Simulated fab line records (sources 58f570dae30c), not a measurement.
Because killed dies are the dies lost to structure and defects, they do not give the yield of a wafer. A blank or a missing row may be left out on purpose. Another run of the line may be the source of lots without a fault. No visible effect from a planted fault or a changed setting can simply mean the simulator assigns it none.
fab line records :: flow berkeleyCmos170
[record]
  lots = 15
  wafers = 45
  lastDay = 13
route steps=331 shown WELLDRIVE@57 SCREENOX@102 NVT@108 PVT@121
lots with no fault: from the same line, run without faults
startH: hours from the record's first day to the start of the lot's first wafer shown :: waitH: time in hours since the lot's previous step :: " as in the row above :: L1.1+2: one row covering several wafers at once :: - either no value or no given start :: * or withheld: withheld :: < > ~ a bound
route shown NAME@n: a module of which the file shows steps, and the number in the route of the first :: usual: mean/standard deviation taken from wafers without a fault :: same: alike in all rows :: chamber/n: place in a boat :: sites: per-site readings :: _std_site: the standard deviation of these :: _edge_site: mean of outer sites minus mean of inner sites :: radiusMm: for every site, how far away it sits from the centre of the wafer :: mask NAME#n: copy n :: behind: tool/chamber where the wafer was last shaped :: hold: why the lot went on hold/how many hours it stayed there/how the hold came to an end :: device: the n, p or np transistor that did not switch :: end of line: the same wafers' tests at the end of the route :: for a step that has no rows: nothing shown but its recipe :: killed: at the first sort, the dies lost to defects and structure; wafer yield is something else :: map: dies across one wafer; x = killed, . = not, _ = none there
set.NAME: the setting that was run; set.NAME@STEP: the one run at that earlier step :: model.NAME: the simulator's own value behind a step, which no gauge read
steps of the route over a sample of lots; a table a step, a row a wafer
[[steps]]
[step UCB170_WELLDRIVE_THK_MEAS_02]
[recipe]
  reads = SiO2_of_WELLDRIVE_OXIDATION_01
[usual]
  WELLDRIVE_OXIDE_THK = 199/3.9
lot.wafer: L152.1
tool: filmMetro-02
chamber: -
startH: 73.21
waitH: 0.0
WELLDRIVE_OXIDE_THK[nm]: 197

lot.wafer: L152.2
tool: filmMetro-02
chamber: -
startH: 73.21
waitH: 0.0
WELLDRIVE_OXIDE_THK[nm]: 193

lot.wafer: L152.4
tool: filmMetro-02
chamber: -
startH: 73.21
waitH: 0.0
WELLDRIVE_OXIDE_THK[nm]: 196

lot.wafer: L154.1
tool: filmMetro-03
chamber: -
startH: 73.21
waitH: 0.0
WELLDRIVE_OXIDE_THK[nm]: 198

lot.wafer: L154.4
tool: filmMetro-03
chamber: -
startH: 73.21
waitH: 0.0
WELLDRIVE_OXIDE_THK[nm]: 200

lot.wafer: L154.5
tool: filmMetro-03
chamber: -
startH: 73.21
waitH: 0.0
WELLDRIVE_OXIDE_THK[nm]: 202

lot.wafer: L156.3
tool: filmMetro-03
chamber: -
startH: 88.40
waitH: 0.0
WELLDRIVE_OXIDE_THK[nm]: 200

lot.wafer: L156.4
tool: filmMetro-03
chamber: -
startH: 88.40
waitH: 0.0
WELLDRIVE_OXIDE_THK[nm]: 199

lot.wafer: L156.6
tool: filmMetro-03
chamber: -
startH: 88.40
waitH: 0.0
WELLDRIVE_OXIDE_THK[nm]: 200

lot.wafer: L157.3
tool: filmMetro-01
chamber: -
startH: 88.40
waitH: 0.0
WELLDRIVE_OXIDE_THK[nm]: 200

lot.wafer: L157.5
tool: filmMetro-01
chamber: -
startH: 88.40
waitH: 0.0
WELLDRIVE_OXIDE_THK[nm]: 199

lot.wafer: L157.6
tool: filmMetro-01
chamber: -
startH: 88.40
waitH: 0.0
WELLDRIVE_OXIDE_THK[nm]: 201

lot.wafer: L159.1
tool: filmMetro-03
chamber: -
startH: 102.13
waitH: 0.0
WELLDRIVE_OXIDE_THK[nm]: 195

lot.wafer: L159.2
tool: filmMetro-03
chamber: -
startH: 102.13
waitH: 0.0
WELLDRIVE_OXIDE_THK[nm]: 199

lot.wafer: L159.6
tool: filmMetro-03
chamber: -
startH: 102.13
waitH: 0.0
WELLDRIVE_OXIDE_THK[nm]: 199

lot.wafer: L160.1
tool: filmMetro-01
chamber: -
startH: 102.13
waitH: 0.0
WELLDRIVE_OXIDE_THK[nm]: 202

lot.wafer: L160.2
tool: filmMetro-01
chamber: -
startH: 102.13
waitH: 0.0
WELLDRIVE_OXIDE_THK[nm]: 201

lot.wafer: L160.5
tool: filmMetro-01
chamber: -
startH: 102.13
waitH: 0.0
WELLDRIVE_OXIDE_THK[nm]: 204

lot.wafer: L162.1
tool: filmMetro-01
chamber: -
startH: 114.46
waitH: 0.0
WELLDRIVE_OXIDE_THK[nm]: 202

lot.wafer: L162.3
tool: filmMetro-01
chamber: -
startH: 114.46
waitH: 0.0
WELLDRIVE_OXIDE_THK[nm]: 200

lot.wafer: L162.6
tool: filmMetro-01
chamber: -
startH: 114.46
waitH: 0.0
WELLDRIVE_OXIDE_THK[nm]: 203

lot.wafer: L161.3
tool: filmMetro-03
chamber: -
startH: 114.48
waitH: 0.0
WELLDRIVE_OXIDE_THK[nm]: 203

lot.wafer: L161.4
tool: filmMetro-03
chamber: -
startH: 114.48
waitH: 0.0
WELLDRIVE_OXIDE_THK[nm]: 199

lot.wafer: L161.6
tool: filmMetro-03
chamber: -
startH: 114.48
waitH: 0.0
WELLDRIVE_OXIDE_THK[nm]: 205

lot.wafer: L164.3
tool: filmMetro-03
chamber: -
startH: 133.58
waitH: 0.0
WELLDRIVE_OXIDE_THK[nm]: 192

lot.wafer: L164.4
tool: filmMetro-03
chamber: -
startH: 133.58
waitH: 0.0
WELLDRIVE_OXIDE_THK[nm]: 190

lot.wafer: L164.5
tool: filmMetro-03
chamber: -
startH: 133.58
waitH: 0.0
WELLDRIVE_OXIDE_THK[nm]: 190

lot.wafer: L165.4
tool: filmMetro-01
chamber: -
startH: 133.59
waitH: 0.0
WELLDRIVE_OXIDE_THK[nm]: 199

lot.wafer: L165.5
tool: filmMetro-01
chamber: -
startH: 133.59
waitH: 0.0
WELLDRIVE_OXIDE_THK[nm]: 201

lot.wafer: L165.6
tool: filmMetro-01
chamber: -
startH: 133.59
waitH: 0.0
WELLDRIVE_OXIDE_THK[nm]: 196

lot.wafer: L166.1
tool: filmMetro-03
chamber: -
startH: 139.76
waitH: 0.0
WELLDRIVE_OXIDE_THK[nm]: 196

lot.wafer: L166.2
tool: filmMetro-03
chamber: -
startH: 139.76
waitH: 0.0
WELLDRIVE_OXIDE_THK[nm]: 197

lot.wafer: L166.6
tool: filmMetro-03
chamber: -
startH: 139.76
waitH: 0.0
WELLDRIVE_OXIDE_THK[nm]: 197

lot.wafer: L170.2
tool: filmMetro-02
chamber: -
startH: 164.31
waitH: 0.0
WELLDRIVE_OXIDE_THK[nm]: 200

lot.wafer: L170.4
tool: filmMetro-02
chamber: -
startH: 164.31
waitH: 0.0
WELLDRIVE_OXIDE_THK[nm]: 200

lot.wafer: L170.6
tool: filmMetro-02
chamber: -
startH: 164.31
waitH: 0.0
WELLDRIVE_OXIDE_THK[nm]: 201

lot.wafer: L171.2
tool: filmMetro-03
chamber: -
startH: 164.31
waitH: 0.0
WELLDRIVE_OXIDE_THK[nm]: 207

lot.wafer: L171.4
tool: filmMetro-03
chamber: -
startH: 164.31
waitH: 0.0
WELLDRIVE_OXIDE_THK[nm]: 203

lot.wafer: L171.6
tool: filmMetro-03
chamber: -
startH: 164.31
waitH: 0.0
WELLDRIVE_OXIDE_THK[nm]: 203

lot.wafer: L169.2
tool: filmMetro-02
chamber: -
startH: 164.37
waitH: 0.1
WELLDRIVE_OXIDE_THK[nm]: 194

lot.wafer: L169.3
tool: filmMetro-02
chamber: -
startH: 164.37
waitH: 0.1
WELLDRIVE_OXIDE_THK[nm]: 193

lot.wafer: L169.5
tool: filmMetro-02
chamber: -
startH: 164.37
waitH: 0.1
WELLDRIVE_OXIDE_THK[nm]: 190

lot.wafer: L173.2
tool: filmMetro-03
chamber: -
startH: 176.09
waitH: 0.0
WELLDRIVE_OXIDE_THK[nm]: 193

lot.wafer: L173.3
tool: filmMetro-03
chamber: -
startH: 176.09
waitH: 0.0
WELLDRIVE_OXIDE_THK[nm]: 197

lot.wafer: L173.6
tool: filmMetro-03
chamber: -
startH: 176.09
waitH: 0.0
WELLDRIVE_OXIDE_THK[nm]: 198
[step UCB170_SCREENOX_THK_MEAS_02]
[recipe]
  reads = SiO2_of_SCREENOX_OXIDATION_01
[usual]
  SCREENOX_OXIDE_THK = 14.42/0.25
lot.wafer: L152.1
tool: filmMetro-03
chamber: -
startH: 125.56
waitH: 0.0
SCREENOX_OXIDE_THK[nm]: 14.67

lot.wafer: L152.2
tool: filmMetro-03
chamber: -
startH: 125.56
waitH: 0.0
SCREENOX_OXIDE_THK[nm]: 14.58

lot.wafer: L152.4
tool: filmMetro-03
chamber: -
startH: 125.56
waitH: 0.0
SCREENOX_OXIDE_THK[nm]: 14.80

lot.wafer: L154.1
tool: filmMetro-03
chamber: -
startH: 125.62
waitH: 0.1
SCREENOX_OXIDE_THK[nm]: 14.25

lot.wafer: L154.4
tool: filmMetro-03
chamber: -
startH: 125.62
waitH: 0.1
SCREENOX_OXIDE_THK[nm]: 14.31

lot.wafer: L154.5
tool: filmMetro-03
chamber: -
startH: 125.62
waitH: 0.1
SCREENOX_OXIDE_THK[nm]: 14.32

lot.wafer: L156.3
tool: filmMetro-01
chamber: -
startH: 138.23
waitH: 0.0
SCREENOX_OXIDE_THK[nm]: 14.50

lot.wafer: L156.4
tool: filmMetro-01
chamber: -
startH: 138.23
waitH: 0.0
SCREENOX_OXIDE_THK[nm]: 14.53

lot.wafer: L156.6
tool: filmMetro-01
chamber: -
startH: 138.23
waitH: 0.0
SCREENOX_OXIDE_THK[nm]: 14.86

lot.wafer: L157.3
tool: filmMetro-04
chamber: -
startH: 138.23
waitH: 0.0
SCREENOX_OXIDE_THK[nm]: 14.29

lot.wafer: L157.5
tool: filmMetro-04
chamber: -
startH: 138.23
waitH: 0.0
SCREENOX_OXIDE_THK[nm]: 14.19

lot.wafer: L157.6
tool: filmMetro-04
chamber: -
startH: 138.23
waitH: 0.0
SCREENOX_OXIDE_THK[nm]: 14.05

lot.wafer: L159.1
tool: filmMetro-01
chamber: -
startH: 158.71
waitH: 0.0
SCREENOX_OXIDE_THK[nm]: 14.48

lot.wafer: L159.2
tool: filmMetro-01
chamber: -
startH: 158.71
waitH: 0.0
SCREENOX_OXIDE_THK[nm]: 14.46

lot.wafer: L159.6
tool: filmMetro-01
chamber: -
startH: 158.71
waitH: 0.0
SCREENOX_OXIDE_THK[nm]: 14.45

lot.wafer: L162.1
tool: filmMetro-03
chamber: -
startH: 158.71
waitH: 0.0
SCREENOX_OXIDE_THK[nm]: 14.37

lot.wafer: L162.3
tool: filmMetro-03
chamber: -
startH: 158.71
waitH: 0.0
SCREENOX_OXIDE_THK[nm]: 14.42

lot.wafer: L162.6
tool: filmMetro-03
chamber: -
startH: 158.71
waitH: 0.0
SCREENOX_OXIDE_THK[nm]: 14.55

lot.wafer: L161.3
tool: filmMetro-04
chamber: -
startH: 158.73
waitH: 0.0
SCREENOX_OXIDE_THK[nm]: 14.49

lot.wafer: L161.4
tool: filmMetro-04
chamber: -
startH: 158.73
waitH: 0.0
SCREENOX_OXIDE_THK[nm]: 14.45

lot.wafer: L161.6
tool: filmMetro-04
chamber: -
startH: 158.73
waitH: 0.0
SCREENOX_OXIDE_THK[nm]: 14.21

lot.wafer: L160.1
tool: filmMetro-01
chamber: -
startH: 158.77
waitH: 0.1
SCREENOX_OXIDE_THK[nm]: 14.08

lot.wafer: L160.2
tool: filmMetro-01
chamber: -
startH: 158.77
waitH: 0.1
SCREENOX_OXIDE_THK[nm]: 14.00

lot.wafer: L160.5
tool: filmMetro-01
chamber: -
startH: 158.77
waitH: 0.1
SCREENOX_OXIDE_THK[nm]: 14.23

lot.wafer: L164.3
tool: filmMetro-03
chamber: -
startH: 184.84
waitH: 0.0
SCREENOX_OXIDE_THK[nm]: 14.51

lot.wafer: L164.4
tool: filmMetro-03
chamber: -
startH: 184.84
waitH: 0.0
SCREENOX_OXIDE_THK[nm]: 14.28

lot.wafer: L164.5
tool: filmMetro-03
chamber: -
startH: 184.84
waitH: 0.0
SCREENOX_OXIDE_THK[nm]: 14.32

lot.wafer: L165.4
tool: filmMetro-04
chamber: -
startH: 184.85
waitH: 0.0
SCREENOX_OXIDE_THK[nm]: 14.38

lot.wafer: L165.5
tool: filmMetro-04
chamber: -
startH: 184.85
waitH: 0.0
SCREENOX_OXIDE_THK[nm]: 14.18

lot.wafer: L165.6
tool: filmMetro-04
chamber: -
startH: 184.85
waitH: 0.0
SCREENOX_OXIDE_THK[nm]: 14.31

lot.wafer: L166.1
tool: filmMetro-04
chamber: -
startH: 194.31
waitH: 0.0
SCREENOX_OXIDE_THK[nm]: 14.56

lot.wafer: L166.2
tool: filmMetro-04
chamber: -
startH: 194.31
waitH: 0.0
SCREENOX_OXIDE_THK[nm]: 14.35

lot.wafer: L166.6
tool: filmMetro-04
chamber: -
startH: 194.31
waitH: 0.0
SCREENOX_OXIDE_THK[nm]: 14.75

lot.wafer: L169.2
tool: filmMetro-01
chamber: -
startH: 219.13
waitH: 0.0
SCREENOX_OXIDE_THK[nm]: 14.51

lot.wafer: L169.3
tool: filmMetro-01
chamber: -
startH: 219.13
waitH: 0.0
SCREENOX_OXIDE_THK[nm]: 14.45

lot.wafer: L169.5
tool: filmMetro-01
chamber: -
startH: 219.13
waitH: 0.0
SCREENOX_OXIDE_THK[nm]: 14.51

lot.wafer: L170.2
tool: filmMetro-03
chamber: -
startH: 219.13
waitH: 0.0
SCREENOX_OXIDE_THK[nm]: 14.44

lot.wafer: L170.4
tool: filmMetro-03
chamber: -
startH: 219.13
waitH: 0.0
SCREENOX_OXIDE_THK[nm]: 14.23

lot.wafer: L170.6
tool: filmMetro-03
chamber: -
startH: 219.13
waitH: 0.0
SCREENOX_OXIDE_THK[nm]: 14.22

lot.wafer: L171.2
tool: filmMetro-04
chamber: -
startH: 219.13
waitH: 0.0
SCREENOX_OXIDE_THK[nm]: 14.07

lot.wafer: L171.4
tool: filmMetro-04
chamber: -
startH: 219.13
waitH: 0.0
SCREENOX_OXIDE_THK[nm]: 14.42

lot.wafer: L171.6
tool: filmMetro-04
chamber: -
startH: 219.13
waitH: 0.0
SCREENOX_OXIDE_THK[nm]: 14.48

lot.wafer: L173.2
tool: filmMetro-03
chamber: -
startH: 232.00
waitH: 0.0
SCREENOX_OXIDE_THK[nm]: 14.10

lot.wafer: L173.3
tool: filmMetro-03
chamber: -
startH: 232.00
waitH: 0.0
SCREENOX_OXIDE_THK[nm]: 14.18

lot.wafer: L173.6
tool: filmMetro-03
chamber: -
startH: 232.00
waitH: 0.0
SCREENOX_OXIDE_THK[nm]: 14.10
[step UCB170_NVT_PEB_04]
[recipe]
  pebTempC = 130
  pebTimeS = withheld
  resist = KrF
[usual]
  chillPlateTempC = 23.03/0.097
  exhaustPa = 44.8/0.9
  resistLineTempC = 23.01/0.1
lot.wafer: L152.1
tool: lithoTrack-01
chamber: 0
startH: 131.97
waitH: 0.3
chillPlateTempC: 22.96
exhaustPa: 44.6
resistLineTempC: 23.05

lot.wafer: L152.2
tool: lithoTrack-01
chamber: 0
startH: 131.97
waitH: 0.3
chillPlateTempC: 23.22
exhaustPa: 44.7
resistLineTempC: 22.98

lot.wafer: L152.4
tool: lithoTrack-01
chamber: 0
startH: 131.97
waitH: 0.3
chillPlateTempC: 23.29
exhaustPa: 44.8
resistLineTempC: 22.99

lot.wafer: L154.1
tool: lithoTrack-02
chamber: 0
startH: 132.35
waitH: 0.3
chillPlateTempC: 22.93
exhaustPa: 44.7
resistLineTempC: 22.89

lot.wafer: L154.4
tool: lithoTrack-02
chamber: 0
startH: 132.35
waitH: 0.3
chillPlateTempC: 22.96
exhaustPa: 44.6
resistLineTempC: 22.83

lot.wafer: L154.5
tool: lithoTrack-02
chamber: 0
startH: 132.35
waitH: 0.3
chillPlateTempC: 23.03
exhaustPa: 44.0
resistLineTempC: 23.08

lot.wafer: L157.3
tool: lithoTrack-02
chamber: 0
startH: 145.83
waitH: 0.1
chillPlateTempC: 23.23
exhaustPa: 45.0
resistLineTempC: 23.01

lot.wafer: L157.5
tool: lithoTrack-02
chamber: 0
startH: 145.83
waitH: 0.1
chillPlateTempC: 23.20
exhaustPa: 45.5
resistLineTempC: 23.17

lot.wafer: L157.6
tool: lithoTrack-02
chamber: 0
startH: 145.83
waitH: 0.1
chillPlateTempC: 23.18
exhaustPa: 46.1
resistLineTempC: 22.97

lot.wafer: L156.3
tool: lithoTrack-04
chamber: 0
startH: 146.39
waitH: 0.3
chillPlateTempC: 22.96
exhaustPa: 44.3
resistLineTempC: 23.05

lot.wafer: L156.4
tool: lithoTrack-04
chamber: 0
startH: 146.39
waitH: 0.3
chillPlateTempC: 22.83
exhaustPa: 44.6
resistLineTempC: 22.95

lot.wafer: L156.6
tool: lithoTrack-04
chamber: 0
startH: 146.39
waitH: 0.3
chillPlateTempC: 23.07
exhaustPa: 43.0
resistLineTempC: 23.01

lot.wafer: L161.3
tool: lithoTrack-02
chamber: 0
startH: 166.60
waitH: 0.6
chillPlateTempC: 22.99
exhaustPa: 45.8
resistLineTempC: 22.91

lot.wafer: L161.4
tool: lithoTrack-02
chamber: 0
startH: 166.60
waitH: 0.6
chillPlateTempC: 23.02
exhaustPa: 43.3
resistLineTempC: 22.90

lot.wafer: L161.6
tool: lithoTrack-02
chamber: 0
startH: 166.60
waitH: 0.6
chillPlateTempC: 22.99
exhaustPa: 44.0
resistLineTempC: 23.09

lot.wafer: L162.1
tool: lithoTrack-02
chamber: 0
startH: 166.82
waitH: 0.6
chillPlateTempC: 23.06
exhaustPa: 44.1
resistLineTempC: 23.05

lot.wafer: L162.3
tool: lithoTrack-02
chamber: 0
startH: 166.82
waitH: 0.6
chillPlateTempC: 23.08
exhaustPa: 45.1
resistLineTempC: 22.87

lot.wafer: L162.6
tool: lithoTrack-02
chamber: 0
startH: 166.82
waitH: 0.6
chillPlateTempC: 22.93
exhaustPa: 44.2
resistLineTempC: 23.01

lot.wafer: L159.1
tool: lithoTrack-01
chamber: 0
startH: 166.86
waitH: 0.4
chillPlateTempC: 23.07
exhaustPa: 44.8
resistLineTempC: 23.00

lot.wafer: L159.2
tool: lithoTrack-01
chamber: 0
startH: 166.86
waitH: 0.4
chillPlateTempC: 22.93
exhaustPa: 44.6
resistLineTempC: 23.00

lot.wafer: L159.6
tool: lithoTrack-01
chamber: 0
startH: 166.86
waitH: 0.4
chillPlateTempC: 22.91
exhaustPa: 46.1
resistLineTempC: 23.10

lot.wafer: L160.1
tool: lithoTrack-02
chamber: 0
startH: 167.10
waitH: 0.4
chillPlateTempC: 23.06
exhaustPa: 43.0
resistLineTempC: 23.16

lot.wafer: L160.2
tool: lithoTrack-02
chamber: 0
startH: 167.10
waitH: 0.4
chillPlateTempC: 23.01
exhaustPa: 44.5
resistLineTempC: 22.92

lot.wafer: L160.5
tool: lithoTrack-02
chamber: 0
startH: 167.10
waitH: 0.4
chillPlateTempC: 22.99
exhaustPa: 43.0
resistLineTempC: 22.91

lot.wafer: L165.4
tool: lithoTrack-04
chamber: 0
startH: 191.16
waitH: 0.1
chillPlateTempC: 22.92
exhaustPa: 44.6
resistLineTempC: 23.15

lot.wafer: L165.5
tool: lithoTrack-04
chamber: 0
startH: 191.16
waitH: 0.1
chillPlateTempC: 23.06
exhaustPa: 44.9
resistLineTempC: 23.12

lot.wafer: L165.6
tool: lithoTrack-04
chamber: 0
startH: 191.16
waitH: 0.1
chillPlateTempC: 22.93
exhaustPa: 44.4
resistLineTempC: 23.10

lot.wafer: L164.3
tool: lithoTrack-04
chamber: 0
startH: 191.41
waitH: 0.3
chillPlateTempC: 23.08
exhaustPa: 45.1
resistLineTempC: 23.14

lot.wafer: L164.4
tool: lithoTrack-04
chamber: 0
startH: 191.41
waitH: 0.3
chillPlateTempC: 22.97
exhaustPa: 45.1
resistLineTempC: 23.12

lot.wafer: L164.5
tool: lithoTrack-04
chamber: 0
startH: 191.41
waitH: 0.3
chillPlateTempC: 23.14
exhaustPa: 45.0
resistLineTempC: 23.29

lot.wafer: L166.1
tool: lithoTrack-01
chamber: 0
startH: 202.45
waitH: 0.5
chillPlateTempC: 22.89
exhaustPa: 43.7
resistLineTempC: 23.17

lot.wafer: L166.2
tool: lithoTrack-01
chamber: 0
startH: 202.45
waitH: 0.5
chillPlateTempC: 22.97
exhaustPa: 43.0
resistLineTempC: 23.08

lot.wafer: L166.6
tool: lithoTrack-01
chamber: 0
startH: 202.45
waitH: 0.5
chillPlateTempC: 22.97
exhaustPa: 44.1
resistLineTempC: 22.98

lot.wafer: L169.2
tool: lithoTrack-01
chamber: 0
startH: 226.69
waitH: 0.1
chillPlateTempC: 23.28
exhaustPa: 45.3
resistLineTempC: 22.81

lot.wafer: L169.3
tool: lithoTrack-01
chamber: 0
startH: 226.69
waitH: 0.1
chillPlateTempC: 22.92
exhaustPa: 45.1
resistLineTempC: 22.93

lot.wafer: L169.5
tool: lithoTrack-01
chamber: 0
startH: 226.69
waitH: 0.1
chillPlateTempC: 23.18
exhaustPa: 45.2
resistLineTempC: 23.01

lot.wafer: L171.2
tool: lithoTrack-01
chamber: -
startH: 226.97
waitH: 0.1
chillPlateTempC: -
exhaustPa: -
resistLineTempC: -

lot.wafer: L171.4
tool: lithoTrack-01
chamber: -
startH: 226.97
waitH: 0.1
chillPlateTempC: -
exhaustPa: -
resistLineTempC: -

lot.wafer: L171.6
tool: lithoTrack-01
chamber: -
startH: 226.97
waitH: 0.1
chillPlateTempC: -
exhaustPa: -
resistLineTempC: -

lot.wafer: L170.2
tool: lithoTrack-04
chamber: -
startH: 227.05
waitH: 0.1
chillPlateTempC: -
exhaustPa: -
resistLineTempC: -

lot.wafer: L170.4
tool: lithoTrack-04
chamber: -
startH: 227.05
waitH: 0.1
chillPlateTempC: -
exhaustPa: -
resistLineTempC: -

lot.wafer: L170.6
tool: lithoTrack-04
chamber: -
startH: 227.05
waitH: 0.1
chillPlateTempC: -
exhaustPa: -
resistLineTempC: -

lot.wafer: L173.2
tool: lithoTrack-01
chamber: -
startH: 240.63
waitH: 0.4
chillPlateTempC: -
exhaustPa: -
resistLineTempC: -

lot.wafer: L173.3
tool: lithoTrack-01
chamber: -
startH: 240.63
waitH: 0.4
chillPlateTempC: -
exhaustPa: -
resistLineTempC: -

lot.wafer: L173.6
tool: lithoTrack-01
chamber: -
startH: 240.63
waitH: 0.4
chillPlateTempC: -
exhaustPa: -
resistLineTempC: -
[step UCB170_PVT_OVL_MEAS_06]
[usual]
  PVT_OVL = 2/5.5
lot.wafer: L152.1
tool: overlay-01
chamber: -
startH: 134.83
waitH: -
PVT_OVL[nm]: 10

lot.wafer: L152.2
tool: overlay-01
chamber: -
startH: 134.83
waitH: -
PVT_OVL[nm]: 0

lot.wafer: L152.4
tool: overlay-01
chamber: -
startH: 134.83
waitH: -
PVT_OVL[nm]: 3

lot.wafer: L154.1
tool: overlay-01
chamber: -
startH: 135.02
waitH: -
PVT_OVL[nm]: 5

lot.wafer: L154.4
tool: overlay-01
chamber: -
startH: 135.02
waitH: -
PVT_OVL[nm]: 9

lot.wafer: L154.5
tool: overlay-01
chamber: -
startH: 135.02
waitH: -
PVT_OVL[nm]: 6

lot.wafer: L156.3
tool: overlay-01
chamber: -
startH: 149.50
waitH: -
PVT_OVL[nm]: 2

lot.wafer: L156.4
tool: overlay-01
chamber: -
startH: 149.50
waitH: -
PVT_OVL[nm]: 11

lot.wafer: L156.6
tool: overlay-01
chamber: -
startH: 149.50
waitH: -
PVT_OVL[nm]: 9

lot.wafer: L157.3
tool: overlay-02
chamber: -
startH: 149.59
waitH: -
PVT_OVL[nm]: -1

lot.wafer: L157.5
tool: overlay-02
chamber: -
startH: 149.59
waitH: -
PVT_OVL[nm]: 0

lot.wafer: L157.6
tool: overlay-02
chamber: -
startH: 149.59
waitH: -
PVT_OVL[nm]: 3

lot.wafer: L161.3
tool: overlay-02
chamber: -
startH: 169.43
waitH: -
PVT_OVL[nm]: -4

lot.wafer: L161.4
tool: overlay-02
chamber: -
startH: 169.43
waitH: -
PVT_OVL[nm]: 0

lot.wafer: L161.6
tool: overlay-02
chamber: -
startH: 169.43
waitH: -
PVT_OVL[nm]: -12

lot.wafer: L159.1
tool: overlay-01
chamber: -
startH: 169.70
waitH: -
PVT_OVL[nm]: 9

lot.wafer: L159.2
tool: overlay-01
chamber: -
startH: 169.70
waitH: -
PVT_OVL[nm]: 3

lot.wafer: L159.6
tool: overlay-01
chamber: -
startH: 169.70
waitH: -
PVT_OVL[nm]: 3

lot.wafer: L162.1
tool: overlay-01
chamber: -
startH: 169.96
waitH: -
PVT_OVL[nm]: 1

lot.wafer: L162.3
tool: overlay-01
chamber: -
startH: 169.96
waitH: -
PVT_OVL[nm]: 4

lot.wafer: L162.6
tool: overlay-01
chamber: -
startH: 169.96
waitH: -
PVT_OVL[nm]: 9

lot.wafer: L160.1
tool: overlay-02
chamber: -
startH: 169.97
waitH: -
PVT_OVL[nm]: 13

lot.wafer: L160.2
tool: overlay-02
chamber: -
startH: 169.97
waitH: -
PVT_OVL[nm]: 8

lot.wafer: L160.5
tool: overlay-02
chamber: -
startH: 169.97
waitH: -
PVT_OVL[nm]: 8

lot.wafer: L165.4
tool: overlay-02
chamber: -
startH: 193.06
waitH: -
PVT_OVL[nm]: 8

lot.wafer: L165.5
tool: overlay-02
chamber: -
startH: 193.06
waitH: -
PVT_OVL[nm]: 4

lot.wafer: L165.6
tool: overlay-02
chamber: -
startH: 193.06
waitH: -
PVT_OVL[nm]: 8

lot.wafer: L164.3
tool: overlay-02
chamber: -
startH: 193.21
waitH: -
PVT_OVL[nm]: 9

lot.wafer: L164.4
tool: overlay-02
chamber: -
startH: 193.21
waitH: -
PVT_OVL[nm]: 1

lot.wafer: L164.5
tool: overlay-02
chamber: -
startH: 193.21
waitH: -
PVT_OVL[nm]: -2

lot.wafer: L166.1
tool: overlay-01
chamber: -
startH: 204.32
waitH: -
PVT_OVL[nm]: -5

lot.wafer: L166.2
tool: overlay-01
chamber: -
startH: 204.32
waitH: -
PVT_OVL[nm]: -2

lot.wafer: L166.6
tool: overlay-01
chamber: -
startH: 204.32
waitH: -
PVT_OVL[nm]: 7

lot.wafer: L169.2
tool: overlay-01
chamber: -
startH: 228.52
waitH: -
PVT_OVL[nm]: -9

lot.wafer: L169.3
tool: overlay-01
chamber: -
startH: 228.52
waitH: -
PVT_OVL[nm]: 1

lot.wafer: L169.5
tool: overlay-01
chamber: -
startH: 228.52
waitH: -
PVT_OVL[nm]: -3

lot.wafer: L171.2
tool: overlay-01
chamber: -
startH: 228.80
waitH: -
PVT_OVL[nm]: -2

lot.wafer: L171.4
tool: overlay-01
chamber: -
startH: 228.80
waitH: -
PVT_OVL[nm]: -4

lot.wafer: L171.6
tool: overlay-01
chamber: -
startH: 228.80
waitH: -
PVT_OVL[nm]: -10

lot.wafer: L170.2
tool: overlay-02
chamber: -
startH: 229.13
waitH: -
PVT_OVL[nm]: -6

lot.wafer: L170.4
tool: overlay-02
chamber: -
startH: 229.13
waitH: -
PVT_OVL[nm]: 3

lot.wafer: L170.6
tool: overlay-02
chamber: -
startH: 229.13
waitH: -
PVT_OVL[nm]: -4

lot.wafer: L173.2
tool: overlay-02
chamber: -
startH: 247.17
waitH: -
PVT_OVL[nm]: 3

lot.wafer: L173.3
tool: overlay-02
chamber: -
startH: 247.17
waitH: -
PVT_OVL[nm]: 11

lot.wafer: L173.6
tool: overlay-02
chamber: -
startH: 247.17
waitH: -
PVT_OVL[nm]: -3
[[key]]
[firstSign]
  step = UCB170_NVT_PEB_04
  reading = toolRecord
  direction = missing
effect none on later readings
metAt UCB170_NVT_PEB_04
struckLots L170,L171,L173
sortLeftOut L170.2,L170.4,L170.6,L171.2,L171.4,L171.6,L173.2,L173.3,L173.6
testerLeftOut L170,L171,L173
notActingAt UCB170_WELLDRIVE_THK_MEAS_02,UCB170_SCREENOX_THK_MEAS_02,UCB170_PVT_OVL_MEAS_06
onsetBetween 226.69 226.97
[fault]
  kind = skippedStepWhole
  tool = lithoTrack-01,lithoTrack-04
  chamber = -
  onsetH = 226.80
  steps = UCB170_NVT_PEB_04
  scope = struckLotsOnly
// testerLeftOut: of these lots the tester's yield and bins aren't shown, on N5 and GAA mostly nor the transistor test; their killed dies are dies lost to structure and defects alone, not to doping, threshold or leakage, so they don't give the yield
// sortLeftOut: the simulated sort isn't trusted on such a fault, so these wafers' sort isn't shown, and their yield isn't known
